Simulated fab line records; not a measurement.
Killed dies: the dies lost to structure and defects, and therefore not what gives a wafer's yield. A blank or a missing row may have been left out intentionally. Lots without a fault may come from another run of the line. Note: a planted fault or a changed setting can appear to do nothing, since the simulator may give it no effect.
fab line records -- flow berkeleyCmos170
record: lots: 5, wafers: 23
route steps=331 shown PSD@179 NSD@195 SDANNEAL@205 PLDD@208 SILICIDE@211 CONTACT@220 M1@238 M2@272
startH: start of the lot's first displayed wafer, in hours after the record's first day -- waitH: hours elapsed since this lot's preceding step -- " same as the row above -- L1.1+2: several wafers, shown together as one row -- - value missing, or start not given -- * or withheld: withheld -- < > ~ a bound
route shown NAME@n: NAME is a module with steps in the file, n the number in the route of the first one -- usual: the fault-free wafers' mean and standard deviation -- same: alike in all rows -- chamber/n: place in a boat -- sites: readings site by site -- _std_site: their standard deviation -- _edge_site: inner sites' mean taken away from outer sites' mean -- radiusMm: for every site, how far away it sits from the centre of the wafer -- mask NAME#n: copy n -- behind: the last tool/chamber to shape the wafer -- hold: what put the lot on hold/how long, in hours/how the hold closed -- device: which transistor (n, p or np) failed to switch -- end of line: the same wafers' tests at the end of the route -- a step given without rows: its recipe and nothing more -- killed: the dies lost at the first sort to structure and to defects; this is not the yield of the wafer -- map: per-die view of a wafer (x killed, . not killed, _ where there is no die)
set.NAME: the setting the step ran with; set.NAME@STEP: the setting that earlier step ran with -- model.NAME: the simulator's own value behind a step, which no gauge read
one table per step and one row per wafer, for lots whose settings were changed on purpose
== steps ==
step: UCB170_PSD_PEB_04
recipe: pebTempC: 130, pebTimeS: withheld, resist: KrF
lot.wafer,tool,chamber,startH,waitH,set.pebTempC
L074.1+2+4,lithoTrack-03,0,138.15,0.1,130
L074.3+6,lithoTrack-03,0,138.15,0.1,128.4
L077.1+2+3+4+5,lithoTrack-03,0,164.36,0.1,130
L082.1+3+6,lithoTrack-03,0,177.46,0.6,132.8
L082.2+5,lithoTrack-03,0,177.46,0.6,130
L083.1+2+3,lithoTrack-03,0,185.08,0.1,130
L083.5+6,lithoTrack-03,0,185.08,0.1,127.6
L085.2+4+5,lithoTrack-02,0,205.25,0.9,130
step: UCB170_PSD_DEVELOP_05
recipe: developer: TMAH, developTimeS: 45, resist: KrF, devTempC: 21
step: UCB170_PSD_CD_MEAS_06
recipe: targetCdNm: 1200
usual: cdNm: 1199.8/1.4
lot.wafer,tool,chamber,startH,waitH,set.pebTempC@PSD_PEB_04,cdNm
L074.1,cdSem-01,-,138.42,-,130,1198.3
L074.2,cdSem-01,-,138.42,-,130,1199.1
L074.3,cdSem-01,-,138.42,-,128.4,1188.1
L074.4,cdSem-01,-,138.42,-,130,1199.5
L074.6,cdSem-01,-,138.42,-,128.4,1189.3
L077.1,cdSem-01,-,164.63,-,130,1200.1
L077.2,cdSem-01,-,164.63,-,130,1199.9
L077.3,cdSem-01,-,164.63,-,130,1200.3
L077.4,cdSem-01,-,164.63,-,130,1199.3
L077.5,cdSem-01,-,164.63,-,130,1198.9
L082.1,cdSem-02,-,177.74,-,132.8,1217.6
L082.2,cdSem-02,-,177.74,-,130,1199.1
L082.3,cdSem-02,-,177.74,-,132.8,1218.6
L082.5,cdSem-02,-,177.74,-,130,1201.4
L082.6,cdSem-02,-,177.74,-,132.8,1217.3
L083.1,cdSem-01,-,185.36,-,130,1199.0
L083.2,cdSem-01,-,185.36,-,130,1198.5
L083.3,cdSem-01,-,185.36,-,130,1198.5
L083.5,cdSem-01,-,185.36,-,127.6,1180.7
L083.6,cdSem-01,-,185.36,-,127.6,1180.3
L085.2,cdSem-01,-,205.52,-,130,1198.8
L085.4,cdSem-01,-,205.52,-,130,1199.2
L085.5,cdSem-01,-,205.52,-,130,1198.7
step: UCB170_NSD_IMPLANT_08
recipe: species: P, doseCm2: 3e+15, energyKev: 40, tiltDeg: 7
lot.wafer,tool,chamber,startH,waitH,set.energyKev,model.implant.rpNm,model.implant.drpNm
L074.1+2+6,implanter-02,0,140.22,0.0,39.24,47.94,20.81
L074.3+4,implanter-02,0,140.22,0.0,40,48.85,21.16
L077.1+2+3+4+5,implanter-01,0,168.50,0.0,40,47.33,21.16
L082.1+5,implanter-04,0,179.39,0.0,37.88,46,20.2
L082.2+3+6,implanter-04,0,179.39,0.0,40,48.53,21.16
L083.1+2+3+5+6,implanter-01,0,187.18,0.0,40,47.85,21.16
L085.2+4+5,implanter-02,0,208.63,0.0,40,47.89,21.16
step: UCB170_NSD_STRIP_09
recipe: chemistry: O2, powerW: 400, pressureMtorr: 3500, platenTempC: withheld, o2FlowSccm: 400, overashFraction: 0.5
usual: stripTimeToEndpointS: 35.82/0.053
lot.wafer,tool,chamber,startH,waitH,set.energyKev@NSD_IMPLANT_08,stripTimeToEndpointS
L074.1,plasmaAsher-03,1,140.37,0.1,39.24,35.54
L074.2,plasmaAsher-03,0,140.37,0.1,39.24,35.51
L074.3,plasmaAsher-03,0,140.37,0.1,40,35.77
L074.4,plasmaAsher-03,1,140.37,0.1,40,35.76
L074.6,plasmaAsher-03,0,140.37,0.1,39.24,35.51
L077.1,plasmaAsher-02,0,168.65,0.1,40,35.93
L077.2,plasmaAsher-02,1,168.65,0.1,40,35.93
L077.3,plasmaAsher-02,0,168.65,0.1,40,35.86
L077.4,plasmaAsher-02,1,168.65,0.1,40,35.83
L077.5,plasmaAsher-02,0,168.65,0.1,40,35.85
L082.1,plasmaAsher-02,1,179.54,0.1,37.88,35.04
L082.2,plasmaAsher-02,0,179.54,0.1,40,35.86
L082.3,plasmaAsher-02,0,179.54,0.1,40,35.78
L082.5,plasmaAsher-02,0,179.54,0.1,37.88,35.01
L082.6,plasmaAsher-02,1,179.54,0.1,40,35.84
L083.1,plasmaAsher-01,0,187.33,0.1,40,35.84
L083.2,plasmaAsher-01,1,187.33,0.1,40,35.88
L083.3,plasmaAsher-01,0,187.33,0.1,40,35.85
L083.5,plasmaAsher-01,0,187.33,0.1,40,35.88
L083.6,plasmaAsher-01,1,187.33,0.1,40,35.89
L085.2,plasmaAsher-03,1,208.75,0.1,40,35.81
L085.4,plasmaAsher-03,0,208.75,0.1,40,35.81
L085.5,plasmaAsher-03,1,208.75,0.1,40,35.86
step: UCB170_NSD_CLEAN_11
recipe: chemistry: SPM, tempC: 120, timeS: 600
step: UCB170_SDANNEAL_RTA_01
recipe: tempC: 1050, timeS: 5, ambient: N2
step: UCB170_SDANNEAL_RS_MEAS_03
recipe: thkMeasGauge: four-point-probe
usual: NSD_RS: 37.31/0.094
lot.wafer,tool,chamber,startH,waitH,set.energyKev@NSD_IMPLANT_08,NSD_RS[ohm/sq]
L074.1,filmMetro-04,-,142.00,0.1,39.24,37.57
L074.2,filmMetro-04,-,142.00,0.1,39.24,37.61
L074.3,filmMetro-04,-,142.00,0.1,40,37.39
L074.4,filmMetro-04,-,142.00,0.1,40,37.46
L074.6,filmMetro-04,-,142.00,0.1,39.24,37.60
L077.1,filmMetro-04,-,170.00,0.1,40,37.28
L077.2,filmMetro-04,-,170.00,0.1,40,37.30
L077.3,filmMetro-04,-,170.00,0.1,40,37.29
L077.4,filmMetro-04,-,170.00,0.1,40,37.33
L077.5,filmMetro-04,-,170.00,0.1,40,37.25
L082.1,filmMetro-04,-,180.86,0.1,37.88,38.09
L082.2,filmMetro-04,-,180.86,0.1,40,37.47
L082.3,filmMetro-04,-,180.86,0.1,40,37.38
L082.5,filmMetro-04,-,180.86,0.1,37.88,38.02
L082.6,filmMetro-04,-,180.86,0.1,40,37.30
L083.1,filmMetro-03,-,188.63,0.1,40,37.32
L083.2,filmMetro-03,-,188.63,0.1,40,37.24
L083.3,filmMetro-03,-,188.63,0.1,40,37.35
L083.5,filmMetro-03,-,188.63,0.1,40,37.34
L083.6,filmMetro-03,-,188.63,0.1,40,37.31
L085.2,filmMetro-02,-,211.24,0.1,40,37.19
L085.4,filmMetro-02,-,211.24,0.1,40,37.29
L085.5,filmMetro-02,-,211.24,0.1,40,37.21
step: UCB170_SDANNEAL_RS_MEAS_04
recipe: thkMeasGauge: four-point-probe
usual: PLDD_RS: 1033/3.6
lot.wafer,tool,chamber,startH,waitH,set.doseCm2@PLDD_IMPLANT_08,PLDD_RS[ohm/sq]
L074.1,filmMetro-04,-,142.12,0.1,4.884e+13,1045
L074.2,filmMetro-04,-,142.12,0.1,4.884e+13,1044
L074.3,filmMetro-04,-,142.12,0.1,5e+13,1034
L074.4,filmMetro-04,-,142.12,0.1,5e+13,1036
L074.6,filmMetro-04,-,142.12,0.1,4.884e+13,1041
L077.1,filmMetro-04,-,170.12,0.1,5e+13,1039
L077.2,filmMetro-04,-,170.12,0.1,5e+13,1040
L077.3,filmMetro-04,-,170.12,0.1,5.189e+13,1023
L077.4,filmMetro-04,-,170.12,0.1,5.189e+13,1023
L077.5,filmMetro-04,-,170.12,0.1,5.189e+13,1023
L082.1,filmMetro-04,-,180.98,0.1,5e+13,1037
L082.2,filmMetro-04,-,180.98,0.1,4.897e+13,1041
L082.3,filmMetro-04,-,180.98,0.1,4.897e+13,1038
L082.5,filmMetro-04,-,180.98,0.1,5e+13,1031
L082.6,filmMetro-04,-,180.98,0.1,4.897e+13,1042
L083.1,filmMetro-03,-,188.75,0.1,5e+13,1032
L083.2,filmMetro-03,-,188.75,0.1,5e+13,1034
L083.3,filmMetro-03,-,188.75,0.1,5e+13,1036
L083.5,filmMetro-03,-,188.75,0.1,5e+13,1033
L083.6,filmMetro-03,-,188.75,0.1,5e+13,1034
L085.2,filmMetro-02,-,211.36,0.1,5e+13,1032
L085.4,filmMetro-02,-,211.36,0.1,5e+13,1032
L085.5,filmMetro-02,-,211.36,0.1,5e+13,1032
step: UCB170_SILICIDE_SPUTTER_01
recipe: material: Ti, targetThkNm: 30, timeS: 25, powerW: 1500, chamberPressurePa: 0.5
lot.wafer,tool,chamber,startH,waitH,set.powerW,model.Ti_of_SILICIDE_SPUTTER_01.thkNm
L074.1,pvdSputter-01,-,142.42,0.0,1376,26.57
L074.2,pvdSputter-01,-,142.42,0.0,1376,26.91
L074.3,pvdSputter-01,-,142.42,0.0,1500,29.84
L074.4,pvdSputter-01,-,142.42,0.0,1500,30.17
L074.6,pvdSputter-01,-,142.42,0.0,1500,29.94
L077.1,pvdSputter-04,-,170.43,0.0,1657,32.91
L077.2,pvdSputter-04,-,170.43,0.0,1657,32.81
L077.3,pvdSputter-04,-,170.43,0.0,1500,29.68
L077.4,pvdSputter-04,-,170.43,0.0,1500,29.61
L077.5,pvdSputter-04,-,170.43,0.0,1657,33.06
L082.1,pvdSputter-01,-,181.29,0.0,1500,30.15
L082.2,pvdSputter-01,-,181.29,0.0,1500,29.96
L082.3,pvdSputter-01,-,181.29,0.0,1500,29.55
L082.5,pvdSputter-01,-,181.29,0.0,1500,30.16
L082.6,pvdSputter-01,-,181.29,0.0,1500,29.8
L083.1+5,pvdSputter-02,-,189.06,0.0,1500,29.43
L083.2,pvdSputter-02,-,189.06,0.0,1358,27.12
L083.3,pvdSputter-02,-,189.06,0.0,1358,26.45
L083.6,pvdSputter-02,-,189.06,0.0,1500,29.77
L085.2,pvdSputter-04,-,211.64,0.0,1500,30.19
L085.4,pvdSputter-04,-,211.64,0.0,1500,29.64
L085.5,pvdSputter-04,-,211.64,0.0,1500,29.78
step: UCB170_SILICIDE_RS_MEAS_02
recipe: thkMeasGauge: four-point-probe, reads: Ti_of_SILICIDE_SPUTTER_01
usual: SILICIDE_TI_RS: 26.4/0.46
lot.wafer,tool,chamber,startH,waitH,set.powerW@SILICIDE_SPUTTER_01,SILICIDE_TI_RS[ohm/sq]
L074.1,filmMetro-01,-,142.45,0.0,1376,30.1
L074.2,filmMetro-01,-,142.45,0.0,1376,29.6
L074.3,filmMetro-01,-,142.45,0.0,1500,26.2
L074.4,filmMetro-01,-,142.45,0.0,1500,25.9
L074.6,filmMetro-01,-,142.45,0.0,1500,26.2
L077.1,filmMetro-01,-,170.46,0.0,1657,23.5
L077.2,filmMetro-01,-,170.46,0.0,1657,23.5
L077.3,filmMetro-01,-,170.46,0.0,1500,26.4
L077.4,filmMetro-01,-,170.46,0.0,1500,26.5
L077.5,filmMetro-01,-,170.46,0.0,1657,23.3
L082.1,filmMetro-01,-,181.32,0.0,1500,26.0
L082.2,filmMetro-01,-,181.32,0.0,1500,26.1
L082.3,filmMetro-01,-,181.32,0.0,1500,26.6
L082.5,filmMetro-01,-,181.32,0.0,1500,25.9
L082.6,filmMetro-01,-,181.32,0.0,1500,26.4
L083.1,filmMetro-01,-,189.09,0.0,1500,26.7
L083.2,filmMetro-01,-,189.09,0.0,1358,29.4
L083.3,filmMetro-01,-,189.09,0.0,1358,30.3
L083.5,filmMetro-01,-,189.09,0.0,1500,26.7
L083.6,filmMetro-01,-,189.09,0.0,1500,26.4
L085.2,filmMetro-01,-,211.69,0.0,1500,25.9
L085.4,filmMetro-01,-,211.69,0.0,1500,26.4
L085.5,filmMetro-01,-,211.69,0.0,1500,26.3
step: UCB170_SILICIDE_THK_MEAS_03
recipe: thkMeasGauge: xrf, reads: Ti_of_SILICIDE_SPUTTER_01
usual: SILICIDE_TI_THK: 30.6/0.47
lot.wafer,tool,chamber,startH,waitH,set.powerW@SILICIDE_SPUTTER_01,SILICIDE_TI_THK[nm]
L074.1,filmMetro-01,-,142.57,0.1,1376,27.2
L074.2,filmMetro-01,-,142.57,0.1,1376,27.7
L074.3,filmMetro-01,-,142.57,0.1,1500,30.7
L074.4,filmMetro-01,-,142.57,0.1,1500,31.0
L074.6,filmMetro-01,-,142.57,0.1,1500,30.7
L077.1,filmMetro-01,-,170.58,0.1,1657,33.7
L077.2,filmMetro-01,-,170.58,0.1,1657,33.8
L077.3,filmMetro-01,-,170.58,0.1,1500,30.7
L077.4,filmMetro-01,-,170.58,0.1,1500,30.4
L077.5,filmMetro-01,-,170.58,0.1,1657,34.1
L082.1,filmMetro-01,-,181.44,0.1,1500,31.0
L082.2,filmMetro-01,-,181.44,0.1,1500,30.9
L082.3,filmMetro-01,-,181.44,0.1,1500,30.3
L082.5,filmMetro-01,-,181.44,0.1,1500,31.1
L082.6,filmMetro-01,-,181.44,0.1,1500,30.6
L083.1,filmMetro-01,-,189.21,0.1,1500,30.3
L083.2,filmMetro-01,-,189.21,0.1,1358,27.9
L083.3,filmMetro-01,-,189.21,0.1,1358,27.2
L083.5,filmMetro-01,-,189.21,0.1,1500,30.2
L083.6,filmMetro-01,-,189.21,0.1,1500,30.5
L085.2,filmMetro-01,-,211.80,0.1,1500,30.9
L085.4,filmMetro-01,-,211.80,0.1,1500,30.5
L085.5,filmMetro-01,-,211.80,0.1,1500,30.4
step: UCB170_CONTACT_COAT_04
recipe: resist: KrF, spinRpm: 1500, resistThkNm: 900
lot.wafer,tool,chamber,startH,waitH,set.spinRpm,model.KrF_of_CONTACT_COAT_04.thkNm
L074.1,lithoTrack-04,0,145.95,0.1,1500,902.5
L074.2,lithoTrack-04,0,145.95,0.1,1567,883.8
L074.3,lithoTrack-04,0,145.95,0.1,1567,883.3
L074.4,lithoTrack-04,0,145.95,0.1,1500,904.7
L074.6,lithoTrack-04,0,145.95,0.1,1500,903.9
L077.1,lithoTrack-04,0,173.31,0.1,1500,901.9
L077.2,lithoTrack-04,0,173.31,0.1,1500,903.2
L077.3,lithoTrack-04,0,173.31,0.1,1567,885.4
L077.4,lithoTrack-04,0,173.31,0.1,1567,882.5
L077.5,lithoTrack-04,0,173.31,0.1,1567,882.6
L082.1,lithoTrack-01,0,184.88,0.1,1500,893.4
L082.2,lithoTrack-01,0,184.88,0.1,1500,896.1
L082.3,lithoTrack-01,0,184.88,0.1,1500,896.3
L082.5,lithoTrack-01,0,184.88,0.1,1500,894.9
L082.6,lithoTrack-01,0,184.88,0.1,1500,899.3
L083.1,lithoTrack-04,0,191.89,0.1,1574,882
L083.2,lithoTrack-04,0,191.89,0.1,1500,903.6
L083.3,lithoTrack-04,0,191.89,0.1,1574,884.6
L083.5,lithoTrack-04,0,191.89,0.1,1574,884.1
L083.6,lithoTrack-04,0,191.89,0.1,1500,906.5
L085.2,lithoTrack-04,0,215.65,0.1,1500,901
L085.4,lithoTrack-04,0,215.65,0.1,1500,900.7
L085.5,lithoTrack-04,0,215.65,0.1,1500,901.3
step: UCB170_CONTACT_SOFTBAKE_05
recipe: resist: KrF, tempC: 130, timeS: 60
step: UCB170_CONTACT_STRIP_06
recipe: chemistry: O2, powerW: 400, pressureMtorr: 3500, platenTempC: withheld, o2FlowSccm: 400, overashFraction: 0.5
usual: stripTimeToEndpointS: 21.98/0.071
lot.wafer,tool,chamber,startH,waitH,set.spinRpm@CONTACT_COAT_04,stripTimeToEndpointS
L074.1,plasmaAsher-04,1,146.25,0.1,1500,22.02
L074.2,plasmaAsher-04,0,146.25,0.1,1567,21.57
L074.3,plasmaAsher-04,0,146.25,0.1,1567,21.57
L074.4,plasmaAsher-04,1,146.25,0.1,1500,22.10
L074.6,plasmaAsher-04,0,146.25,0.1,1500,22.07
L077.1,plasmaAsher-04,1,173.61,0.1,1500,22.01
L077.2,plasmaAsher-04,0,173.61,0.1,1500,22.03
L077.3,plasmaAsher-04,0,173.61,0.1,1567,21.62
L077.4,plasmaAsher-04,1,173.61,0.1,1567,21.57
L077.5,plasmaAsher-04,0,173.61,0.1,1567,21.55
L082.1,plasmaAsher-01,0,185.18,0.1,1500,21.82
L082.2,plasmaAsher-01,1,185.18,0.1,1500,21.88
L082.3,plasmaAsher-01,1,185.18,0.1,1500,21.88
L082.5,plasmaAsher-01,0,185.18,0.1,1500,21.85
L082.6,plasmaAsher-01,1,185.18,0.1,1500,21.94
L083.1,plasmaAsher-04,0,192.19,0.1,1574,21.54
L083.2,plasmaAsher-04,1,192.19,0.1,1500,22.06
L083.3,plasmaAsher-04,0,192.19,0.1,1574,21.58
L083.5,plasmaAsher-04,1,192.19,0.1,1574,21.58
L083.6,plasmaAsher-04,0,192.19,0.1,1500,22.13
L085.2,plasmaAsher-01,1,215.92,0.1,1500,22.01
L085.4,plasmaAsher-01,1,215.92,0.1,1500,22.00
L085.5,plasmaAsher-01,0,215.92,0.1,1500,21.98
step: UCB170_M1_SPUTTER_00
recipe: material: Al, targetThkNm: 600, timeS: 80, powerW: 6000, chamberPressurePa: 0.5
lot.wafer,tool,chamber,startH,waitH,set.powerW,model.Al_of_M1_SPUTTER_00.thkNm
L074.1,pvdSputter-04,-,148.28,0.0,6000,597.9
L074.2,pvdSputter-04,-,148.28,0.0,5362,533.9
L074.3,pvdSputter-04,-,148.28,0.0,6000,594.8
L074.4,pvdSputter-04,-,148.28,0.0,5362,527.1
L074.6,pvdSputter-04,-,148.28,0.0,6000,598.8
L077.1,pvdSputter-04,-,175.66,0.0,6000,597.4
L077.2,pvdSputter-04,-,175.66,0.0,6000,607
L077.3,pvdSputter-04,-,175.66,0.0,6000,599.5
L077.4,pvdSputter-04,-,175.66,0.0,5714,573.4
L077.5,pvdSputter-04,-,175.66,0.0,5714,574.9
L082.1,pvdSputter-04,-,187.37,0.0,5354,528.4
L082.2,pvdSputter-04,-,187.37,0.0,5354,528.1
L082.3,pvdSputter-04,-,187.37,0.0,6000,596.2
L082.5,pvdSputter-04,-,187.37,0.0,5354,528.9
L082.6,pvdSputter-04,-,187.37,0.0,6000,593.1
L083.1,pvdSputter-01,-,194.22,0.0,6527,654.3
L083.2,pvdSputter-01,-,194.22,0.0,6000,601
L083.3,pvdSputter-01,-,194.22,0.0,6527,653
L083.5,pvdSputter-01,-,194.22,0.0,6000,605.8
L083.6,pvdSputter-01,-,194.22,0.0,6527,650.5
L085.2,pvdSputter-04,-,218.53,0.0,6000,602.4
L085.4,pvdSputter-04,-,218.53,0.0,6000,605.8
L085.5,pvdSputter-04,-,218.53,0.0,6000,607.4
step: UCB170_M1_RS_MEAS_01
recipe: thkMeasGauge: four-point-probe, reads: Al_of_M1_SPUTTER_00
usual: M1_AL_RS: 0.0489/0.00051
lot.wafer,tool,chamber,startH,waitH,set.powerW@M1_SPUTTER_00,M1_AL_RS[ohm/sq]
L074.1,filmMetro-04,-,148.34,0.0,6000,0.0487
L074.2,filmMetro-04,-,148.34,0.0,5362,0.0547
L074.3,filmMetro-04,-,148.34,0.0,6000,0.0490
L074.4,filmMetro-04,-,148.34,0.0,5362,0.0554
L074.6,filmMetro-04,-,148.34,0.0,6000,0.0487
L077.1,filmMetro-04,-,175.72,0.0,6000,0.0489
L077.2,filmMetro-04,-,175.72,0.0,6000,0.0481
L077.3,filmMetro-04,-,175.72,0.0,6000,0.0487
L077.4,filmMetro-04,-,175.72,0.0,5714,0.0509
L077.5,filmMetro-04,-,175.72,0.0,5714,0.0508
L082.1,filmMetro-02,-,187.43,0.0,5354,0.0552
L082.2,filmMetro-02,-,187.43,0.0,5354,0.0552
L082.3,filmMetro-02,-,187.43,0.0,6000,0.0488
L082.5,filmMetro-02,-,187.43,0.0,5354,0.0551
L082.6,filmMetro-02,-,187.43,0.0,6000,0.0491
L083.1,filmMetro-02,-,194.28,0.0,6527,0.0444
L083.2,filmMetro-02,-,194.28,0.0,6000,0.0485
L083.3,filmMetro-02,-,194.28,0.0,6527,0.0445
L083.5,filmMetro-02,-,194.28,0.0,6000,0.0480
L083.6,filmMetro-02,-,194.28,0.0,6527,0.0446
L085.2,filmMetro-02,-,218.61,0.1,6000,0.0483
L085.4,filmMetro-02,-,218.61,0.1,6000,0.0480
L085.5,filmMetro-02,-,218.61,0.1,6000,0.0478
step: UCB170_M1_THK_MEAS_02
recipe: thkMeasGauge: xrf, reads: Al_of_M1_SPUTTER_00
usual: M1_AL_THK: 590/8.1
lot.wafer,tool,chamber,startH,waitH,set.powerW@M1_SPUTTER_00,M1_AL_THK[nm]
L074.1,filmMetro-04,-,148.46,0.1,6000,588
L074.2,filmMetro-04,-,148.46,0.1,5362,528
L074.3,filmMetro-04,-,148.46,0.1,6000,583
L074.4,filmMetro-04,-,148.46,0.1,5362,520
L074.6,filmMetro-04,-,148.46,0.1,6000,594
L077.1,filmMetro-04,-,175.84,0.1,6000,591
L077.2,filmMetro-04,-,175.84,0.1,6000,602
L077.3,filmMetro-04,-,175.84,0.1,6000,599
L077.4,filmMetro-04,-,175.84,0.1,5714,568
L077.5,filmMetro-04,-,175.84,0.1,5714,573
L082.1,filmMetro-02,-,187.55,0.1,5354,525
L082.2,filmMetro-02,-,187.55,0.1,5354,525
L082.3,filmMetro-02,-,187.55,0.1,6000,589
L082.5,filmMetro-02,-,187.55,0.1,5354,525
L082.6,filmMetro-02,-,187.55,0.1,6000,588
L083.1,filmMetro-02,-,194.40,0.1,6527,650
L083.2,filmMetro-02,-,194.40,0.1,6000,598
L083.3,filmMetro-02,-,194.40,0.1,6527,655
L083.5,filmMetro-02,-,194.40,0.1,6000,607
L083.6,filmMetro-02,-,194.40,0.1,6527,646
L085.2,filmMetro-02,-,218.72,0.1,6000,597
L085.4,filmMetro-02,-,218.72,0.1,6000,602
L085.5,filmMetro-02,-,218.72,0.1,6000,603
step: UCB170_M2_SPUTTER_01
recipe: material: Al, targetThkNm: 900, timeS: 120, powerW: 6000, chamberPressurePa: 0.5
lot.wafer,tool,chamber,startH,waitH,set.chamberPressurePa,model.Al_of_M2_SPUTTER_01.thkNm
L074.1,pvdSputter-02,-,157.91,0.0,0.5,880.8
L074.2,pvdSputter-02,-,157.91,0.0,0.5,890.5
L074.3,pvdSputter-02,-,157.91,0.0,0.5,887.6
L074.4,pvdSputter-02,-,157.91,0.0,0.5,895.6
L074.6,pvdSputter-02,-,157.91,0.0,0.5,893.1
L077.1,pvdSputter-03,-,189.33,0.0,0.5,907.7
L077.2,pvdSputter-03,-,189.33,0.0,0.5,912.7
L077.3,pvdSputter-03,-,189.33,0.0,0.5,905.5
L077.4,pvdSputter-03,-,189.33,0.0,0.5,903.7
L077.5,pvdSputter-03,-,189.33,0.0,0.5,904.9
L082.1,pvdSputter-02,-,198.31,0.0,0.5661,869.4
L082.2,pvdSputter-02,-,198.31,0.0,0.5661,872
L082.3,pvdSputter-02,-,198.31,0.0,0.5661,882.6
L082.5,pvdSputter-02,-,198.31,0.0,0.5661,870.7
L082.6,pvdSputter-02,-,198.31,0.0,0.5661,882.3
L083.1,pvdSputter-02,-,204.72,0.0,0.4286,936.9
L083.2,pvdSputter-02,-,204.72,0.0,0.4286,950.3
L083.3,pvdSputter-02,-,204.72,0.0,0.4286,939.9
L083.5,pvdSputter-02,-,204.72,0.0,0.4286,948.2
L083.6,pvdSputter-02,-,204.72,0.0,0.4286,939.3
L085.2,pvdSputter-02,-,228.04,0.0,0.5,883.1
L085.4,pvdSputter-02,-,228.04,0.0,0.5,896.3
L085.5,pvdSputter-02,-,228.04,0.0,0.5,889.8
step: UCB170_M2_COAT_10
recipe: resist: KrF, spinRpm: 1500, resistThkNm: 900
lot.wafer,tool,chamber,startH,waitH,set.spinRpm,model.KrF_of_M2_COAT_10.thkNm
L074.1,lithoTrack-03,0,-,-,1444,911.6
L074.2,lithoTrack-03,0,-,-,1444,913.1
L074.3+4,lithoTrack-03,0,-,-,1500,895.3
L074.6,lithoTrack-03,0,-,-,1500,893.4
L077.1,lithoTrack-03,0,-,-,1500,900.1
L077.2,lithoTrack-03,0,-,-,1445,918.6
L077.3,lithoTrack-03,0,-,-,1500,900.6
L077.4,lithoTrack-03,0,-,-,1445,919.6
L077.5,lithoTrack-03,0,-,-,1500,899.2
L082.1,lithoTrack-01,0,-,-,1545,887.8
L082.2,lithoTrack-01,0,-,-,1500,899.4
L082.3+6,lithoTrack-01,0,-,-,1500,899.5
L082.5,lithoTrack-01,0,-,-,1545,887.9
L083.1,lithoTrack-01,0,-,-,1500,899.4
L083.2,lithoTrack-01,0,-,-,1500,899.9
L083.3,lithoTrack-01,0,-,-,1500,901.4
L083.5,lithoTrack-01,0,-,-,1500,899.7
L083.6,lithoTrack-01,0,-,-,1500,899.6
L085.2,lithoTrack-02,0,-,-,1500,901.1
L085.4,lithoTrack-02,0,-,-,1500,900.3
L085.5,lithoTrack-02,0,-,-,1500,902.3
step: UCB170_M2_METAL_ETCH_18
recipe: chemistry: Cl2/BCl3, target: Al, stopOn: SiO2, pressureMtorr: 12, targetDepthA: 11700, overEtchFrac: 0.3, timeS: 195, icpW: 600, biasW: 120, Cl2_flow_sccm: 90, bcl3FlowSccm: 45
lot.wafer,tool,chamber,startH,waitH,set.icpW,model.KrF_of_M2_COAT_10.thkNm
L074.1,rieMetal-01,1,160.34,-,571.7,267.5
L074.2,rieMetal-01,0,160.34,-,600,240.6
L074.3,rieMetal-01,0,160.34,-,600,222.6
L074.4,rieMetal-01,1,160.34,-,600,237.7
L074.6,rieMetal-01,0,160.34,-,571.7,247.6
L077.1,rieMetal-04,0,191.36,-,631.4,166
L077.2,rieMetal-04,1,191.36,-,631.4,191.2
L077.3,rieMetal-04,1,191.36,-,600,207.6
L077.4,rieMetal-04,0,191.36,-,600,215.3
L077.5,rieMetal-04,0,191.36,-,600,195.9
L082.1,rieMetal-03,1,200.72,-,600,200.5
L082.2,rieMetal-03,0,200.72,-,641.5,175.5
L082.3,rieMetal-03,0,200.72,-,600,216
L082.5,rieMetal-03,0,200.72,-,641.5,165.3
L082.6,rieMetal-03,1,200.72,-,600,204.3
L083.1,rieMetal-03,0,208.33,-,579.7,228.5
L083.2,rieMetal-03,1,208.33,-,579.7,225.9
L083.3,rieMetal-03,1,208.33,-,600,204.2
L083.5,rieMetal-03,0,208.33,-,600,208.4
L083.6,rieMetal-03,1,208.33,-,579.7,221.9
L085.2,rieMetal-03,0,231.86,-,600,201.5
L085.4,rieMetal-03,1,231.86,-,600,197.8
L085.5,rieMetal-03,0,231.86,-,600,204.9
== key ==
split: step: UCB170_PSD_PEB_04, setting: pebTempC, stated: 130, by: wafer
response: step: UCB170_PSD_CD_MEAS_06, reading: cdNm, change: +8.79, per: 1%, r: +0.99
split: step: UCB170_NSD_IMPLANT_08, setting: energyKev, stated: 40, by: wafer
response: step: UCB170_NSD_IMPLANT_08, reading: model.implant.rpNm, change: +0.476, per: 1%, r: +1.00
response: step: UCB170_NSD_IMPLANT_08, reading: model.implant.drpNm, change: +0.181, per: 1%, r: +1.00
response: step: UCB170_NSD_STRIP_09, reading: stripTimeToEndpointS, change: *, per: 1%, r: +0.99
response: step: UCB170_SDANNEAL_RS_MEAS_03, reading: NSD_RS, change: -0.123, per: 1%, r: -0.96
split: step: UCB170_SILICIDE_SPUTTER_01, setting: powerW, stated: 1500, by: wafer
response: step: UCB170_SILICIDE_SPUTTER_01, reading: model.Ti_of_SILICIDE_SPUTTER_01.thkNm, change: +0.326, per: 1%, r: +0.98
response: step: UCB170_SILICIDE_RS_MEAS_02, reading: SILICIDE_TI_RS, change: -0.348, per: 1%, r: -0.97
response: step: UCB170_SILICIDE_THK_MEAS_03, reading: SILICIDE_TI_THK, change: +0.331, per: 1%, r: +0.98
split: step: UCB170_CONTACT_COAT_04, setting: spinRpm, stated: 1500, by: wafer
response: step: UCB170_CONTACT_COAT_04, reading: model.KrF_of_CONTACT_COAT_04.thkNm, change: -4.38, per: 1%, r: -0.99
response: step: UCB170_CONTACT_STRIP_06, reading: stripTimeToEndpointS, change: *, per: 1%, r: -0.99
split: step: UCB170_M1_SPUTTER_00, setting: powerW, stated: 6000, by: wafer
response: step: UCB170_M1_SPUTTER_00, reading: model.Al_of_M1_SPUTTER_00.thkNm, change: +6.03, per: 1%, r: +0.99
response: step: UCB170_M1_RS_MEAS_01, reading: M1_AL_RS, change: -0.000541, per: 1%, r: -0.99
response: step: UCB170_M1_THK_MEAS_02, reading: M1_AL_THK, change: +5.85, per: 1%, r: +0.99
split: step: UCB170_M2_SPUTTER_01, setting: chamberPressurePa, stated: 0.5, by: lot
response: step: UCB170_M2_SPUTTER_01, reading: model.Al_of_M2_SPUTTER_01.thkNm, change: -2.47, per: 1%, r: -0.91
split: step: UCB170_M2_COAT_10, setting: spinRpm, stated: 1500, by: wafer
response: step: UCB170_M2_COAT_10, reading: model.KrF_of_M2_COAT_10.thkNm, change: -4.7, per: 1%, r: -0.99
split: step: UCB170_M2_METAL_ETCH_18, setting: icpW, stated: 600, by: wafer
response: step: UCB170_M2_METAL_ETCH_18, reading: model.KrF_of_M2_COAT_10.thkNm, change: -5.28, per: 1%, r: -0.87
split outsideThisFile step=UCB170_PLDD_IMPLANT_08 setting=doseCm2
split outsideThisFile: this setting was split too, and the file shows its column; the key of that split is in another file
